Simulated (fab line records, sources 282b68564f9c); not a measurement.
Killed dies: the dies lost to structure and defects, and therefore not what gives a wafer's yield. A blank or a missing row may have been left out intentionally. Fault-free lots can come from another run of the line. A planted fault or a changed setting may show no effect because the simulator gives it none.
One fault through the eyes of 2 desks -- flow rit_cmos -- every desk sees just its own numbers, and what lay behind them comes last

## FOR THE TOOL OWNER'S DESK: pvd_sputter-03
The tool's own readings at RIT_M1_SPUTTER_00 (material Al, target thk 400 nm, time 522.8 s): means of the sampled wafers that have a number, for each lot that ran on this tool. If a lot's mean is further than 4 standard deviations from the usual mean, the lot is out of limits and carries the mark OUT (the distance appears in the brackets).
Columns: A = chamber_pressure_pa at RIT_M1_SPUTTER_00, usual 0.3999 Pa; B = throttle_valve_pct at RIT_M1_SPUTTER_00, usual 29.7 %
lot,first seen here,A,B
L375,day 3 07:20,0.4000,29.7
L377,day 3 19:01,0.4001,28.9
L379,day 4 06:58,0.3994,29.8
L382,day 4 21:42,0.4000,30.3
L384,day 5 03:53,0.4003,30.0
L386,day 5 18:35,0.3997,30.0
L388,day 6 02:02,0.4002,29.8
L391,day 6 15:24,0.3994,29.5
L393,day 7 07:25,0.4001,29.1
This desk found nothing out of limits on any of the 9 lots.

## AT THE METROLOGY DESK
Means of the sampled wafers that have a number, per lot and without regard to the tool the lot ran on: this is what the gauges read. If a lot's mean is further than 4 standard deviations from the usual mean, the lot is out of limits and carries the mark OUT (the distance appears in the brackets).
Columns: A = PSD_OVL at RIT_PSD_OVL_MEAS_06, usual -0.2 nm; B = M1_AL_RS at RIT_M1_RS_MEAS_01, usual 0.0698 ohm/sq; C = M1_AL_THK at RIT_M1_THK_MEAS_02, usual 412 nm
lot,first seen here,A,B,C
L375,day 3 03:08,2.9,0.0696,415
L376,day 3 07:14,0.4,0.0692,418
L377,day 3 14:40,-0.7,0.0702,413
L379,day 4 02:23,0.2,0.0701,412
L380,day 4 04:19,-0.1,0.0704,411
L381,day 4 11:46,0.7,0.0703,408
L382,day 4 16:47,1.0,0.0693,414
L383,day 4 19:11,0.5,0.0700,408
L384,day 4 23:26,-0.6,0.0692,415
L385,day 5 07:51,-1.2,0.0702,410
L386,day 5 09:53,-1.3,0.0698,412
L388,day 5 21:44,-0.1,0.0699,416
L391,day 6 11:02,-0.6,0.0772 (+15) OUT,380 (-8.9) OUT
L393,day 7 02:54,0.2,0.0773 (+15) OUT,379 (-9.2) OUT
This desk reports L391, L393 out of limits; the earliest was L391 at day 6 15:41 (M1_AL_RS at RIT_M1_RS_MEAS_01). L375, L376, L377, L379, L380, L381, L382, L383, L384, L385, L386, L388: within limits.

## ALL TOGETHER
An alarm was possible from the metrology desk at day 6 15:41, on L391, L393.
The desk of the tool owner found nothing out of limits.
On record at the tool owner's desk: L391, L393, within its limits.
Every lot named ran RIT_M1_SPUTTER_00 on pvd_sputter-03.

## WHAT WAS PUT IN BY THE SIMULATOR
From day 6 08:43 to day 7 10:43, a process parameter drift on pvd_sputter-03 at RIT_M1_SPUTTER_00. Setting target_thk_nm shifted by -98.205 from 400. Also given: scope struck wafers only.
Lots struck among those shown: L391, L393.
Time in hours between the start of the fault and the first out-of-limits reading at each desk: metrology desk, 7.
